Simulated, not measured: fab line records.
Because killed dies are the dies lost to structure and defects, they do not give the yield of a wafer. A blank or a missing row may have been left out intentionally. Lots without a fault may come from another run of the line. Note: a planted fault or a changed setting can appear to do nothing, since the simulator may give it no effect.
Which tool is to blame? | flow berkeley-cmos170 | Sampling: 7 lots, 21 wafers, 2 of 331 route steps

## WHAT THE GAUGES SHOWED, per wafer
UCB170_NVT_TW_MEAS_09.
lot  | measured     | on            | NVT_TW
L932 | day 6 19:00  | film-metro-02 | 529.0 528.5 528.3
L934 | day 7 10:40  | film-metro-02 | 525.8 526.8 525.2
L937 | day 8 03:32  | film-metro-03 | 520.2 523.2 523.7
L943 | day 8 19:18  | film-metro-03 | 30.0 29.9 29.9
L945 | day 9 07:06  | film-metro-03 | 525.3 521.0 521.8
L954 | day 11 12:10 | film-metro-03 | 525.2 524.5 522.4
L952 | day 11 11:53 | film-metro-01 | 522.8 521.6 524.8

## WHICH TOOL RAN EACH LOT (tool, then ch and the chambers of the sampled wafers, then the start)
lot  | UCB170_NVT_DEVELOP_05
L932 | litho-track-04 ch 0, day 6 18:00
L934 | litho-track-01 ch 0, day 7 10:00
L937 | litho-track-02 ch 0, day 8 03:00
L943 | litho-track-02 ch 0, day 8 18:00
L945 | litho-track-01 ch 0, day 9 06:00
L954 | litho-track-01 ch 0, day 11 11:00
L952 | litho-track-01 ch 0, day 11 11:00
- UCB170_NVT_DEVELOP_05: develop time 45 s.

## THE ANSWER, worked out from the rows above alone
Rule: the lots themselves supply what counts as usual. The widest of any qualifying gaps counts: lots, ordered by their means at a reading, are off when they make up no more than a third of the lots, leave a main group of 4 or more, and stand apart from it by 3 or more times the standard deviation of that group's means. Not used: any main group whose means are identical at the precision the tables above print for the reading. A lot without any number at a reading at which 4 lots or more have one is off too. Where the step has rows for the other lots, those lots are counted as sound.
Off: L943, at UCB170_NVT_TW_MEAS_09 (NVT_TW). Main group: mean 524.4, sd 2.2.
A tool fits if, at a process step before that reading, it ran every lot that is off, and no sound lot after the first of them. Gauges at UCB170_NVT_TW_MEAS_09: tried the same way as those tools. One candidate fits, namely litho-track-02 at UCB170_NVT_DEVELOP_05. Its last sound lot is L937 (day 8 03:00), its first lot that is off L943 (day 8 18:00): a fault that began between those two fits.

## WHAT WAS PUT IN BY THE SIMULATOR
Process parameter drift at UCB170_NVT_DEVELOP_05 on litho-track-02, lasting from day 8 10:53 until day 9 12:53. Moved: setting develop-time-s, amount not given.
Lots struck among those shown: L943. Same finding as the rule above.
